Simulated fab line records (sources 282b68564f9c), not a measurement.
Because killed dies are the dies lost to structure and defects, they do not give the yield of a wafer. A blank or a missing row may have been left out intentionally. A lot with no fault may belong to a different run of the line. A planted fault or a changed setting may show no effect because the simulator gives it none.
fab line records + flow rit_cmos
record
- lots=14
- wafers=42
- last_day=7
route steps=202 shown NRETRO@61 M1@202
lots with no fault: from the same line, run without faults
start_h: the number of hours between the record's first day and the start of the first shown wafer of the lot + wait_h: hours elapsed since this lot's preceding step + " unchanged from the row above + L1.1+2: one row covering several wafers at once + - either no value or no given start + * or withheld: withheld + < > ~ a bound
route shown NAME@n: names a module that has steps shown in the file, with the first one's number in the route + usual: average and standard deviation across the fault-free wafers + same: alike in all rows + chamber/n: place in a boat + sites: the reading at each site + _std_site: their standard deviation + _edge_site: inner sites' mean taken away from outer sites' mean + radius_mm: how far each site lies from the wafer's centre + mask NAME#n: copy n + behind: the most recent tool/chamber to have shaped the wafer + hold: reason for holding the lot/hours on hold/outcome of the hold + device: transistor that didn't switch, given as n, p or np + end of line: at the end of the route, the tests of the same wafers + step lacking rows: just its recipe + killed: not the wafer's yield, but the dies lost to structure and defects at the first sort + map: per-die view of a wafer (x killed, . not killed, _ where there is no die)
set.NAME: the setting the step ran with; set.NAME@STEP: the setting that earlier step ran with + model.NAME: the simulator's own value behind a step, which no gauge read
the route's steps for a sample of lots (tables are steps, rows are wafers)
services: when a tool's chamber went out of use (start_h, in hours from the record's first day, below 0 if earlier), for how many hours, and the reason
## steps
# step RIT_NRETRO_IMPLANT_08
# recipe
- species=P
- energy_kev=70.83
- dose_cm2=1e+13
- tilt_deg=7
# usual
- dose_ions_cm2=1.0001e+13/1.1e+10
- faraday_current_uA=31.8/0.6
| lot.wafer | tool         | chamber | start_h | wait_h | dose_ions_cm2 | faraday_current_uA |
|-----------|--------------|---------|---------|--------|---------------|--------------------|
| L421.2    | implanter-01 | 0       | 45.10   | 0.2    | 9.981e+12     | 30.6               |
| L421.5    | "            | 0       | "       | "      | 9.992e+12     | 31.3               |
| L421.6    | "            | 0       | "       | "      | 9.993e+12     | 31.9               |
| L422.1    | implanter-03 | 0       | 49.20   | 0.2    | 9.988e+12     | 31.5               |
| L422.2    | "            | 0       | "       | "      | 9.989e+12     | 31.1               |
| L422.5    | "            | 0       | "       | "      | 9.986e+12     | 32.2               |
| L423.3    | implanter-02 | 0       | 54.62   | 0.2    | 9.998e+12     | 33.0               |
| L423.5    | "            | 0       | "       | "      | 9.996e+12     | 31.6               |
| L423.6    | "            | 0       | "       | "      | 1.0012e+13    | 32.8               |
| L424.2    | implanter-03 | 0       | 62.65   | 0.2    | 1.0008e+13    | 32.9               |
| L424.3    | "            | 0       | "       | "      | 1.0017e+13    | 31.8               |
| L424.5    | "            | 0       | "       | "      | 9.994e+12     | 31.2               |
| L425.1    | implanter-03 | 0       | 65.58   | 0.2    | 9.992e+12     | 32.3               |
| L425.2    | "            | 0       | "       | "      | 1e+13         | 32.5               |
| L425.5    | "            | 0       | "       | "      | 1.0004e+13    | 31.4               |
| L426.1    | implanter-02 | 0       | 73.55   | 0.2    | 1.0017e+13    | 32.1               |
| L426.4    | "            | 0       | "       | "      | 9.999e+12     | 30.9               |
| L426.5    | "            | 0       | "       | "      | 1.0004e+13    | 32.5               |
| L427.1    | implanter-02 | 0       | 76.60   | 0.2    | 1.0009e+13    | 31.2               |
| L427.3    | "            | 0       | "       | "      | 1.0002e+13    | 32.1               |
| L427.4    | "            | 0       | "       | "      | 1.0019e+13    | 31.6               |
| L428.1    | implanter-02 | 0       | 80.81   | 0.2    | 9.986e+12     | 31.4               |
| L428.3    | "            | 0       | "       | "      | 1.0007e+13    | 30.7               |
| L428.5    | "            | 0       | "       | "      | 9.987e+12     | 32.5               |
| L430.1    | implanter-01 | 0       | 94.30   | 0.2    | 9.995e+12     | 32.0               |
| L430.3    | "            | 0       | "       | "      | 1.0009e+13    | 31.4               |
| L430.4    | "            | 0       | "       | "      | 9.992e+12     | 31.2               |
| L434.1    | implanter-03 | 0       | 114.36  | 0.2    | 9.981e+12     | 31.7               |
| L434.3    | "            | 0       | "       | "      | 1.0008e+13    | 31.8               |
| L434.6    | "            | 0       | "       | "      | 1.0004e+13    | 32.0               |
| L435.2    | implanter-02 | 0       | 120.36  | 0.2    | 1.0007e+13    | 31.0               |
| L435.3    | "            | 0       | "       | "      | 1.0007e+13    | 32.0               |
| L435.4    | "            | 0       | "       | "      | 9.979e+12     | 32.4               |
| L436.3    | implanter-01 | 0       | 120.62  | 0.2    | 1.621e+13     | 50.1               |
| L436.4    | "            | 0       | "       | "      | 1.6205e+13    | 53.0               |
| L436.5    | "            | 0       | "       | "      | 1.621e+13     | 52.0               |
| L440.1    | implanter-01 | 0       | 140.26  | 0.2    | 1.6169e+13    | 51.0               |
| L440.4    | "            | 0       | "       | "      | 1.6194e+13    | 51.9               |
| L440.5    | "            | 0       | "       | "      | 1.6198e+13    | 51.8               |
| L441.1    | implanter-03 | 0       | 143.98  | 0.2    | 1.0006e+13    | 31.5               |
| L441.2    | "            | 0       | "       | "      | 1.0002e+13    | 31.7               |
| L441.6    | "            | 0       | "       | "      | 9.997e+12     | 32.2               |
# step RIT_NRETRO_TW_MEAS_10
# usual
- NRETRO_TW=1048/8.7
| lot.wafer | tool          | chamber | start_h | wait_h | NRETRO_TW |
|-----------|---------------|---------|---------|--------|-----------|
| L421.2    | film_metro-01 | -       | 45.41   | 0.1    | 1059      |
| L421.5    | "             | -       | "       | "      | 1061      |
| L421.6    | "             | -       | "       | "      | 1062      |
| L422.1    | film_metro-04 | -       | 49.53   | 0.1    | 1043      |
| L422.2    | "             | -       | "       | "      | 1053      |
| L422.5    | "             | -       | "       | "      | 1045      |
| L423.3    | film_metro-04 | -       | 54.92   | 0.1    | 1042      |
| L423.5    | "             | -       | "       | "      | 1043      |
| L423.6    | "             | -       | "       | "      | 1042      |
| L424.2    | film_metro-03 | -       | 62.96   | 0.1    | 1040      |
| L424.3    | "             | -       | "       | "      | 1038      |
| L424.5    | "             | -       | "       | "      | 1044      |
| L425.1    | film_metro-03 | -       | 65.91   | 0.1    | 1040      |
| L425.2    | "             | -       | "       | "      | 1043      |
| L425.5    | "             | -       | "       | "      | 1040      |
| L426.1    | film_metro-04 | -       | 73.87   | 0.1    | 1051      |
| L426.4    | "             | -       | "       | "      | 1054      |
| L426.5    | "             | -       | "       | "      | 1043      |
| L427.1    | film_metro-03 | -       | 76.92   | 0.1    | 1038      |
| L427.3    | "             | -       | "       | "      | 1036      |
| L427.4    | "             | -       | "       | "      | 1031      |
| L428.1    | film_metro-04 | -       | 81.14   | 0.1    | 1047      |
| L428.3    | "             | -       | "       | "      | 1049      |
| L428.5    | "             | -       | "       | "      | 1049      |
| L430.1    | film_metro-01 | -       | 94.63   | 0.1    | 1055      |
| L430.3    | "             | -       | "       | "      | 1054      |
| L430.4    | "             | -       | "       | "      | 1055      |
| L434.1    | film_metro-01 | -       | 114.69  | 0.1    | 1060      |
| L434.3    | "             | -       | "       | "      | 1059      |
| L434.6    | "             | -       | "       | "      | 1055      |
| L435.2    | film_metro-01 | -       | 120.67  | 0.1    | 1065      |
| L435.3    | "             | -       | "       | "      | 1075      |
| L435.4    | "             | -       | "       | "      | 1064      |
| L436.3    | film_metro-01 | -       | 120.91  | 0.1    | 1242      |
| L436.4    | "             | -       | "       | "      | 1237      |
| L436.5    | "             | -       | "       | "      | 1241      |
| L440.1    | film_metro-03 | -       | 140.58  | 0.1    | 1210      |
| L440.4    | "             | -       | "       | "      | 1209      |
| L440.5    | "             | -       | "       | "      | 1213      |
| L441.1    | film_metro-03 | -       | 144.30  | 0.1    | 1035      |
| L441.2    | "             | -       | "       | "      | 1034      |
| L441.6    | "             | -       | "       | "      | 1036      |
# step RIT_M1_PROBE_99
# usual
- killed_at_contacts=0.1/0.29
- killed_at_front_end=7/3
- killed_dies=7/3
- killed_on_rim=1.7/1.4
- killed_open=3.2/2
- killed_short=3.5/2.1
# same
- gross_dies=264
- killed_at_M0_to_M3=0
- killed_at_M4_up=0
- killed_at_back_side=0
- killed_at_other=0
| lot.wafer | tool      | chamber | start_h | wait_h | killed_at_contacts | killed_at_front_end | killed_dies | killed_on_rim | killed_open | killed_short |
|-----------|-----------|---------|---------|--------|--------------------|---------------------|-------------|---------------|-------------|--------------|
| L421.2    | prober-01 | -       | 76.54   | 0.1    | 0                  | 8                   | 8           | 1             | 7           | 1            |
| L421.5    | prober-01 | -       | 76.69   | 0.2    | 0                  | 4                   | 4           | 1             | 3           | 1            |
| L421.6    | prober-01 | -       | 76.74   | 0.2    | 0                  | 5                   | 5           | 2             | 2           | 3            |
| L422.1    | prober-02 | -       | 79.31   | 0.1    | 0                  | 2                   | 2           | 0             | 2           | 0            |
| L422.2    | prober-02 | -       | 79.36   | 0.1    | 0                  | 5                   | 5           | 1             | 2           | 3            |
| L422.5    | prober-02 | -       | 79.51   | 0.2    | 0                  | 13                  | 13          | 3             | 7           | 6            |
| L423.3    | prober-01 | -       | 82.45   | 0.2    | 0                  | 7                   | 7           | 0             | 3           | 4            |
| L423.5    | prober-01 | -       | 82.55   | 0.2    | 0                  | 10                  | 10          | 3             | 5           | 5            |
| L423.6    | prober-01 | -       | 82.60   | 0.2    | 0                  | 4                   | 4           | 2             | 4           | 0            |
| L424.2    | prober-02 | -       | 94.42   | 0.1    | 1                  | 11                  | 12          | 1             | 4           | 8            |
| L424.3    | prober-02 | -       | 94.47   | 0.2    | 0                  | 8                   | 8           | 5             | 1           | 7            |
| L424.5    | prober-02 | -       | 94.57   | 0.2    | 1                  | 6                   | 7           | 4             | 2           | 5            |
| L425.1    | prober-01 | -       | 98.51   | 0.1    | 1                  | 4                   | 5           | 1             | 2           | 3            |
| L425.2    | prober-01 | -       | 98.56   | 0.1    | 0                  | 6                   | 6           | 1             | 2           | 3            |
| L425.5    | prober-01 | -       | 98.71   | 0.2    | 0                  | 4                   | 4           | 0             | 1           | 2            |
| L426.1    | prober-02 | -       | 102.25  | 0.1    | 0                  | 4                   | 4           | 1             | 1           | 3            |
| L426.4    | prober-02 | -       | 102.40  | 0.2    | 0                  | 3                   | 3           | 1             | 2           | 1            |
| L426.5    | prober-02 | -       | 102.45  | 0.2    | 0                  | 6                   | 6           | 1             | 1           | 5            |
| L427.1    | prober-01 | -       | 104.99  | 0.1    | 0                  | 2                   | 2           | 0             | 1           | 1            |
| L427.3    | prober-01 | -       | 105.09  | 0.2    | 0                  | 6                   | 6           | 0             | 3           | 3            |
| L427.4    | prober-01 | -       | 105.14  | 0.2    | 0                  | 8                   | 8           | 0             | 5           | 2            |
| L428.1    | prober-02 | -       | 110.49  | 0.1    | 0                  | 5                   | 5           | 1             | 1           | 2            |
| L428.3    | prober-02 | -       | 110.59  | 0.2    | 0                  | 4                   | 4           | 1             | 2           | 2            |
| L428.5    | prober-02 | -       | 110.69  | 0.2    | 0                  | 10                  | 10          | 2             | 5           | 5            |
| L430.1    | prober-02 | -       | 125.34  | 0.1    | 0                  | 4                   | 4           | 3             | 1           | 3            |
| L430.3    | prober-02 | -       | 125.44  | 0.2    | 0                  | 6                   | 6           | 0             | 2           | 4            |
| L430.4    | prober-02 | -       | 125.49  | 0.2    | 0                  | 11                  | 11          | 2             | 6           | 5            |
| L434.1    | prober-02 | -       | 143.71  | 0.1    | 0                  | 11                  | 11          | 2             | 7           | 4            |
| L434.3    | prober-02 | -       | 143.81  | 0.2    | 0                  | 9                   | 9           | 2             | 3           | 6            |
| L434.6    | prober-02 | -       | 143.96  | 0.2    | 0                  | 8                   | 8           | 2             | 6           | 2            |
| L435.2    | prober-01 | -       | 147.45  | 0.1    | 0                  | 4                   | 4           | 2             | 3           | 1            |
| L435.3    | prober-01 | -       | 147.50  | 0.2    | 0                  | 7                   | 7           | 3             | 5           | 2            |
| L435.4    | prober-01 | -       | 147.55  | 0.2    | 0                  | 12                  | 12          | 2             | 7           | 5            |
| L436.3    | prober-02 | -       | 150.78  | 0.2    | 0                  | 4                   | 4           | 0             | 1           | 3            |
| L436.4    | prober-02 | -       | 150.83  | 0.2    | 0                  | 3                   | 3           | 0             | 0           | 3            |
| L436.5    | prober-02 | -       | 150.88  | 0.2    | 0                  | 8                   | 8           | 2             | 4           | 4            |
| L440.1    | prober-02 | -       | 167.41  | 0.1    | 0                  | 3                   | 3           | 2             | 3           | 0            |
| L440.4    | prober-02 | -       | 167.56  | 0.2    | 0                  | 2                   | 2           | 1             | 2           | 0            |
| L440.5    | prober-02 | -       | 167.61  | 0.2    | 0                  | 2                   | 2           | 0             | 2           | 0            |
| L441.1    | prober-01 | -       | 173.31  | 0.1    | 0                  | 7                   | 7           | 1             | 4           | 3            |
| L441.2    | prober-01 | -       | 173.36  | 0.1    | 1                  | 5                   | 6           | 3             | 5           | 1            |
| L441.6    | prober-01 | -       | 173.56  | 0.2    | 0                  | 7                   | 7           | 3             | 3           | 4            |
# killed by level:class
L421.2 REOX:geometric_particle:open=3 FOX2:geometric_particle:open=1 GATE:geometric_particle:open=1 SPACER:geometric_particle:open=1 SILICIDE:geometric_particle:short=1 SILICIDE:geometric_particle:open=1
L421.5 FOX2:geometric_particle:short=1 REOX:geometric_particle:open=1 SPACER:geometric_particle:open=1 SILICIDE:geometric_particle:open=1
L421.6 FOX1:geometric_particle:open=1 FOX1:geometric_particle:short=1 GATE:geometric_particle:short=1 REOX:geometric_particle:open=1 SPACER:geometric_particle:short=1
L422.1 REOX:geometric_particle:open=1 SILICIDE:geometric_particle:open=1
L422.2 GATE:geometric_particle:short=1 REOX:geometric_particle:open=1 SPACER:geometric_particle:open=1 SPACER:geometric_particle:short=1 SILICIDE:geometric_particle:short=1
L422.5 GATE:geometric_particle:short=5 SILICIDE:geometric_particle:open=2 FOX1:geometric_particle:open=1 FOX2:geometric_particle:open=1 GATE:geometric_particle:open=1 REOX:geometric_particle:short=1 REOX:geometric_particle:open=1 SPACER:geometric_particle:open=1
L423.3 FOX1:geometric_particle:short=3 FOX1:geometric_particle:open=1 GATE:geometric_particle:open=1 REOX:geometric_particle:open=1 REOX:geometric_particle:short=1
L423.5 GATE:geometric_particle:short=2 SILICIDE:geometric_particle:open=2 FOX1:geometric_particle:open=1 FOX1:geometric_particle:short=1 GATE:geometric_particle:open=1 REOX:geometric_particle:short=1 SPACER:geometric_particle:short=1 SPACER:geometric_particle:open=1
L423.6 SILICIDE:geometric_particle:open=2 GATE:geometric_particle:open=1 REOX:geometric_particle:open=1
L424.2 FOX1:geometric_particle:open=3 GATE:geometric_particle:short=3 FOX2:geometric_particle:short=2 FOX1:geometric_particle:short=1 GATE:geometric_particle:open=1 REOX:geometric_particle:short=1 CONTACT:geometric_particle:short=1
L424.3 GATE:geometric_particle:short=4 FOX1:geometric_particle:short=2 FOX1:geometric_particle:open=1 SILICIDE:geometric_particle:short=1
L424.5 REOX:geometric_particle:short=2 FOX2:geometric_particle:short=1 GATE:geometric_particle:open=1 REOX:geometric_particle:open=1 SILICIDE:geometric_particle:short=1 CONTACT:geometric_particle:short=1
L425.1 GATE:geometric_particle:short=2 GATE:geometric_particle:open=1 REOX:geometric_particle:open=1 CONTACT:geometric_particle:short=1
L425.2 REOX:geometric_particle:short=2 FOX2:geometric_particle:open=1 GATE:geometric_particle:short=1 SPACER:geometric_particle:open=1 PLDD:coat_microbubble_printed=1
L425.5 FOX1:geometric_particle:short=1 GATE:geometric_particle:short=1 SPACER:geometric_particle:open=1 PLDD:coat_microbubble_printed=1
L426.1 FOX1:geometric_particle:short=1 GATE:geometric_particle:short=1 GATE:geometric_particle:open=1 REOX:geometric_particle:short=1
L426.4 FOX1:geometric_particle:open=1 GATE:geometric_particle:open=1 GATE:geometric_particle:short=1
L426.5 GATE:geometric_particle:short=3 GATE:geometric_particle:open=1 REOX:geometric_particle:short=1 SPACER:geometric_particle:short=1
L427.1 FOX1:geometric_particle:short=1 REOX:geometric_particle:open=1
L427.3 GATE:geometric_particle:short=2 SPACER:geometric_particle:open=2 REOX:geometric_particle:short=1 SILICIDE:geometric_particle:open=1
L427.4 GATE:geometric_particle:open=3 SPACER:geometric_particle:open=2 GATE:geometric_particle:short=1 SPACER:geometric_particle:short=1 GATE:coat_microbubble_printed=1
L428.1 GATE:geometric_particle:short=2 PRETRO:coat_microbubble_printed=2 ACTIVE:geometric_particle:open=1
L428.3 GATE:geometric_particle:short=1 GATE:geometric_particle:open=1 REOX:geometric_particle:short=1 SPACER:geometric_particle:open=1
L428.5 GATE:geometric_particle:short=4 FOX1:geometric_particle:open=2 FOX1:geometric_particle:short=1 GATE:geometric_particle:open=1 SPACER:geometric_particle:open=1 SILICIDE:geometric_particle:open=1
L430.1 GATE:geometric_particle:short=2 REOX:geometric_particle:short=1 SPACER:geometric_particle:open=1
L430.3 GATE:geometric_particle:short=3 GATE:geometric_particle:open=1 REOX:geometric_particle:open=1 SPACER:geometric_particle:short=1
L430.4 GATE:geometric_particle:open=3 SILICIDE:geometric_particle:open=3 GATE:geometric_particle:short=2 FOX1:geometric_particle:short=1 SPACER:geometric_particle:short=1 SILICIDE:geometric_particle:short=1
L434.1 GATE:geometric_particle:open=3 GATE:geometric_particle:short=2 FOX1:geometric_particle:short=1 FOX1:geometric_particle:open=1 FOX2:geometric_particle:open=1 SPACER:geometric_particle:short=1 SPACER:geometric_particle:open=1 SILICIDE:geometric_particle:open=1
L434.3 GATE:geometric_particle:short=3 REOX:geometric_particle:open=2 FOX2:geometric_particle:open=1 FOX2:geometric_particle:short=1 REOX:geometric_particle:short=1 SPACER:geometric_particle:short=1
L434.6 FOX1:geometric_particle:open=2 GATE:geometric_particle:open=2 GATE:geometric_particle:short=2 REOX:geometric_particle:open=1 SILICIDE:geometric_particle:open=1
L435.2 FOX1:geometric_particle:short=1 FOX1:geometric_particle:open=1 SPACER:geometric_particle:open=1 SILICIDE:geometric_particle:open=1
L435.3 GATE:geometric_particle:open=3 FOX1:geometric_particle:open=1 FOX2:geometric_particle:short=1 SPACER:geometric_particle:short=1 SPACER:geometric_particle:open=1
L435.4 GATE:geometric_particle:open=3 FOX1:geometric_particle:short=2 FOX1:geometric_particle:open=2 GATE:geometric_particle:short=2 FOX2:geometric_particle:open=1 REOX:geometric_particle:short=1 REOX:geometric_particle:open=1
L436.3 GATE:geometric_particle:short=2 REOX:geometric_particle:open=1 REOX:geometric_particle:short=1
L436.4 FOX1:geometric_particle:short=2 SPACER:geometric_particle:short=1
L436.5 REOX:geometric_particle:open=2 SPACER:geometric_particle:short=2 FOX1:geometric_particle:open=1 FOX2:geometric_particle:open=1 GATE:geometric_particle:short=1 SILICIDE:geometric_particle:short=1
L440.1 GATE:geometric_particle:open=3
L440.4 GATE:geometric_particle:open=1 REOX:geometric_particle:open=1
L440.5 FOX1:geometric_particle:open=1 GATE:geometric_particle:open=1
L441.1 GATE:geometric_particle:open=3 FOX1:geometric_particle:short=1 GATE:geometric_particle:short=1 SPACER:geometric_particle:open=1 SILICIDE:geometric_particle:short=1
L441.2 SPACER:geometric_particle:open=2 GATE:geometric_particle:open=1 GATE:geometric_particle:short=1 SILICIDE:geometric_particle:open=1 CONTACT:geometric_particle:open=1
L441.6 SPACER:geometric_particle:short=2 FOX1:geometric_particle:short=1 GATE:geometric_particle:open=1 REOX:geometric_particle:open=1 SILICIDE:geometric_particle:short=1 SILICIDE:geometric_particle:open=1
## services
| tool         | chamber | start_h | hours | kind   |
|--------------|---------|---------|-------|--------|
| implanter-02 | -       | 23.10   | 1.3   | repair |
| implanter-01 | -       | 67.17   | 1.5   | repair |
| implanter-01 | -       | 70.49   | 13.5  | repair |
| implanter-03 | -       | 72.41   | 9.4   | repair |
## key
first_sign
- step=RIT_NRETRO_IMPLANT_08
- reading=dose_ions_cm2
- direction=up
- sigmas=99+
- usual=1.0001e+13
- struck=1.6198e+13
effect
- step=RIT_NRETRO_IMPLANT_08
- reading=faraday_current_uA
- direction=up
- sigmas=33
- usual=31.8
- struck=51.6
effect
- step=RIT_NRETRO_TW_MEAS_10
- reading=NRETRO_TW
- direction=up
- sigmas=20
- usual=1048
- struck=1225
met_at RIT_NRETRO_IMPLANT_08
struck_lots L436,L440
tester_left_out L436,L440
onset_between 94.30 120.62
fault
- kind=process_parameter_drift
- tool=implanter-01
- chamber=-
- onset_h=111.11
- steps=RIT_NRETRO_IMPLANT_08
- channel=dose_cm2
- offset=6.1932e+12
- shape=step
- end_h=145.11
- acts_in=these_recipes_only
- stated=1e+13
# tester_left_out: of these lots the tester's yield and bins aren't shown, on N5 and GAA mostly nor the transistor test; their killed dies are dies lost to structure and defects alone, not to doping, threshold or leakage, so they don't give the yield
